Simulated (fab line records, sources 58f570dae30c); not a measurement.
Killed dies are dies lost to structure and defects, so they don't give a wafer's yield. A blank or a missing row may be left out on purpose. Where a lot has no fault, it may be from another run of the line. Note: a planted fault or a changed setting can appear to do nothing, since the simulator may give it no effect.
Which of the tools did it?	flow berkeley_cmos170	14 lots with 42 wafers sampled at 6 steps, on a route of 331 steps

WHAT EACH GAUGE READ, for each wafer
UCB170_GATE_THK_MEAS_05.
lot	measured	on	GATE_POLY_THK (nm)
L788	day 6 20:31	film_metro-03	227.0 227.5 227.6
L790	day 7 08:29	film_metro-04	218.4 219.9 220.3
L789	day 7 04:43	film_metro-04	222.0 220.2 218.4
L791	day 7 08:27	film_metro-02	220.0 220.9 221.1
L792	day 7 15:20	film_metro-03	224.2 221.5 224.2
L794	day 7 15:22	film_metro-04	221.8 221.1 221.3
L793	day 7 15:20	film_metro-02	225.5 224.3 226.6
L796	day 8 01:38	film_metro-04	226.1 224.6 225.2
L795	day 8 01:35	film_metro-04	225.6 227.4 225.2
L797	day 8 01:37	film_metro-02	226.7 225.1 227.1
L798	day 8 15:30	film_metro-02	224.2 223.2 223.9
L800	day 9 02:59	film_metro-03	269.5 270.4 268.9
L799	day 9 03:01	film_metro-02	267.5 265.7 266.4
L803	day 10 05:21	film_metro-02	223.4 223.7 224.1

UCB170_GATE_CD_MEAS_90: target cd 350 nm.
lot	measured	on	cd_nm (nm)
L788	day 6 22:00	cd_sem-01	351.2 352.5 351.9
L790	day 7 10:21	cd_sem-02	349.5 348.9 349.5
L789	day 7 06:08	cd_sem-02	349.9 349.2 349.6
L791	day 7 10:07	cd_sem-01	350.8 350.4 350.3
L792	day 7 16:53	cd_sem-02	351.1 350.0 350.3
L794	day 7 17:28	cd_sem-02	351.1 349.2 350.4
L793	day 7 17:41	cd_sem-02	350.7 350.0 350.3
L796	day 8 03:39	cd_sem-01	352.4 350.4 350.2
L795	day 8 03:16	cd_sem-02	349.1 348.3 349.1
L797	day 8 03:27	cd_sem-01	346.6 349.1 347.7
L798	day 8 17:39	cd_sem-01	350.6 350.3 350.5
L800	day 9 04:15	cd_sem-01	351.1 351.2 349.8
L799	day 9 04:31	cd_sem-01	350.8 351.4 351.3
L803	day 10 06:57	cd_sem-02	347.6 346.6 346.7

EACH LOT AND THE TOOL THAT RAN IT (in order: tool; ch and the chambers of the sampled wafers; start)
lot	UCB170_PFIELD_STRIP_08	UCB170_GATE_CVD_04	UCB170_GATE_ETCH_14	UCB170_GATE_ETCH_15
L788	plasma_asher-02 ch 0,1, day 4 13:38	lpcvd-01 ch 0, day 6 19:07	rie_diel-04 ch 0,2,3, day 6 21:49	rie_si-01 ch 0,2,3, day 6 21:51
L790	plasma_asher-04 ch 0,1, day 5 01:17	lpcvd-02 ch 0, day 7 07:03	rie_diel-02 ch 0,3, day 7 10:06	rie_si-02 ch 0,1,2, day 7 10:09
L789	plasma_asher-01 ch 0,1, day 5 01:26	lpcvd-02 ch 0, day 7 03:19	rie_diel-01 ch 1,2,3, day 7 05:56	rie_si-02 ch 0,1,2, day 7 05:59
L791	plasma_asher-04 ch 0,1, day 5 01:41	lpcvd-02 ch 0, day 7 07:03	rie_diel-01 ch 0,2, day 7 09:56	rie_si-01 ch 1,2,3, day 7 09:59
L792	plasma_asher-04 ch 1, day 5 13:38	lpcvd-02 ch 0, day 7 13:56	rie_diel-04 ch 1,3, day 7 16:41	rie_si-01 ch 0,2, day 7 16:44
L794	plasma_asher-04 ch 0,1, day 5 21:26	lpcvd-02 ch 0, day 7 13:56	rie_diel-01 ch 0,1, day 7 17:13	rie_si-02 ch 1,2,3, day 7 17:15
L793	plasma_asher-04 ch 0, day 5 21:59	lpcvd-02 ch 1, day 7 13:56	rie_diel-04 ch 1,2,3, day 7 17:29	rie_si-01 ch 1,3, day 7 17:32
L796	plasma_asher-01 ch 0,1, day 6 15:38	lpcvd-01 ch 0, day 8 00:11	rie_diel-02 ch 2,3, day 8 03:28	rie_si-02 ch 0,2,3, day 8 03:30
L795	plasma_asher-01 ch 0,1, day 6 15:55	lpcvd-01 ch 1, day 8 00:11	rie_diel-04 ch 1,2,3, day 8 03:04	rie_si-02 ch 0,1,2, day 8 03:07
L797	plasma_asher-04 ch 0,1, day 6 16:47	lpcvd-01 ch 0, day 8 00:11	rie_diel-01 ch 0,1,2, day 8 03:11	rie_si-02 ch 1,2,3, day 8 03:14
L798	plasma_asher-02 ch 0,1, day 7 04:24	lpcvd-02 ch 1, day 8 14:05	rie_diel-01 ch 2,3, day 8 17:25	rie_si-01 ch 0,1, day 8 17:27
L800	plasma_asher-01 ch 0,1, day 7 10:14	lpcvd-01 ch 1, day 9 01:35	rie_diel-01 ch 2,3, day 9 04:02	rie_si-02 ch 0,1, day 9 04:06
L799	plasma_asher-02 ch 0,1, day 7 10:23	lpcvd-01 ch 1, day 9 01:35	rie_diel-02 ch 0,1,3, day 9 04:19	rie_si-01 ch 0,1,3, day 9 04:22
L803	plasma_asher-02 ch 0,1, day 8 00:56	lpcvd-02 ch 1, day 10 03:56	rie_diel-04 ch 0,1, day 10 06:43	rie_si-02 ch 0,1,2, day 10 06:46
- UCB170_PFIELD_STRIP_08: strips in O2.
- UCB170_GATE_CVD_04: deposits poly-Si from SiH4, time 1501 s, target thk 214 nm.
- UCB170_GATE_ETCH_14: etches BARC in N2/H2.
- UCB170_GATE_ETCH_15: etches poly-Si in HBr/Cl2, stops on SiO2, time 56.3 s, target depth 278.2 nm.

AS READ BY THE TOOLS THEMSELVES (means over the sampled wafers that have a number; for cases with no such wafer, the mark the record gives instead)
UCB170_PFIELD_STRIP_08.
lot	tool	drypump_motor_current_A (A)	oes_product_au (a.u.)	strip_time_to_endpoint_s (s)
L788	plasma_asher-02	5.9	0.736	21.62
L790	plasma_asher-04	6.4	0.734	21.70
L789	plasma_asher-01	5.0	0.738	21.76
L791	plasma_asher-04	6.4	0.734	21.61
L792	plasma_asher-04	5.9	0.734	21.59
L794	plasma_asher-04	6.4	0.735	21.64
L793	plasma_asher-04	6.6	0.735	21.65
L796	plasma_asher-01	5.1	0.732	21.68
L795	plasma_asher-01	5.0	0.736	21.65
L797	plasma_asher-04	6.4	0.730	21.68
L798	plasma_asher-02	5.9	0.739	21.59
L800	plasma_asher-01	5.1	0.737	21.64
L799	plasma_asher-02	5.9	0.734	21.62
L803	plasma_asher-02	5.9	0.733	21.64

UCB170_GATE_CVD_04.
lot	tool	sih4_flow_sccm (sccm)	spike_tc_source_C (C)
L788	lpcvd-01	120.3	631
L790	lpcvd-02	120.1	625
L789	lpcvd-02	120.2	624
L791	lpcvd-02	119.7	625
L792	lpcvd-02	119.4	624
L794	lpcvd-02	119.9	624
L793	lpcvd-02	119.9	629
L796	lpcvd-01	120.6	631
L795	lpcvd-01	120.1	633
L797	lpcvd-01	120.1	632
L798	lpcvd-02	119.9	630
L800	lpcvd-01	143.8	633
L799	lpcvd-01	144.3	632
L803	lpcvd-02	119.8	630

UCB170_GATE_ETCH_14.
lot	tool	drypump_motor_current_A (A)	oes_product_au (a.u.)	throttle_valve_pct (%)
L788	rie_diel-04	6.3	0.996	13.40
L790	rie_diel-02	5.4	1.000	13.42
L789	rie_diel-01	5.8	0.995	13.34
L791	rie_diel-01	6.0	0.996	13.34
L792	rie_diel-04	5.7	0.992	13.52
L794	rie_diel-01	6.2	1.005	13.26
L793	rie_diel-04	6.0	0.994	13.45
L796	rie_diel-02	5.9	0.992	13.34
L795	rie_diel-04	6.1	1.002	13.45
L797	rie_diel-01	6.1	1.003	13.34
L798	rie_diel-01	5.6	0.976	13.28
L800	rie_diel-01	5.6	0.978	13.29
L799	rie_diel-02	5.6	0.984	13.32
L803	rie_diel-04	5.8	0.992	13.52

UCB170_GATE_ETCH_15.
lot	tool	drypump_motor_current_A (A)	oes_product_au (a.u.)	throttle_valve_pct (%)
L788	rie_si-01	5.7	0.873	26.47
L790	rie_si-02	5.7	0.841	26.25
L789	rie_si-02	5.7	0.841	26.26
L791	rie_si-01	5.6	0.846	26.42
L792	rie_si-01	5.6	0.866	26.58
L794	rie_si-02	5.6	0.840	26.44
L793	rie_si-01	5.7	0.870	26.41
L796	rie_si-02	5.9	0.841	26.30
L795	rie_si-02	5.7	0.854	26.25
L797	rie_si-02	5.5	0.856	26.44
L798	rie_si-01	5.8	0.878	26.57
L800	rie_si-02	5.7	0.968	26.18
L799	rie_si-01	5.8	0.977	26.44
L803	rie_si-02	5.7	0.848	26.26

THE ANSWER, worked out from the rows above alone
Rule: the usual values come from the lots themselves. Put in order of their means at a reading, lots are off if they are a third of the lots or fewer, leave a main group of 4 or more, and stand apart from it by a gap of 3 or more times the standard deviation of the main group's means; of several such gaps the widest counts. Not used: any main group whose means are identical at the precision the tables above print for the reading. Also off: a lot with no number at a reading for which 4 or more lots have one. All remaining lots with rows at the step are treated as sound. First the gauges in route order, then the tools' own readings, where a lot's mean is used as printed above. The first step at which some lot is off is used, and at that step the reading that is off furthest; a lot without a number counts as furthest.
Off: at UCB170_GATE_THK_MEAS_05 (GATE_POLY_THK), L800, L799. The main group has a mean of 223.6 nm with a standard deviation of 2.5.
If a tool, at a process step before that reading, ran all the lots that are off and no sound lot after the first of them, it fits. Not tried: the gauges at UCB170_GATE_THK_MEAS_05; whatever is off there is also off at UCB170_GATE_CVD_04, on other tools, and gauge error can't account for it. One candidate fits, namely lpcvd-01 at UCB170_GATE_CVD_04. Its last sound lot is L795 (day 8 00:11), its first lot that is off L799 (day 9 01:35): a fault that began between those two fits.
On the lots that are off, the tool's own readings at UCB170_GATE_CVD_04 differ by more than 5 times the standard deviation of the sound lots' means, which bears it out; sih4_flow_sccm reads 144.1 sccm there versus 120.0 sccm on the sound lots.

WHAT THE SIMULATOR HAD INSERTED
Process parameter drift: lpcvd-01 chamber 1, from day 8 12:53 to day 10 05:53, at UCB170_GATE_CVD_04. From 120, the setting sih4_flow_sccm moved by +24. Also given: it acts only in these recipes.
Lots struck among those shown: L800, L799. The rule above found the same.
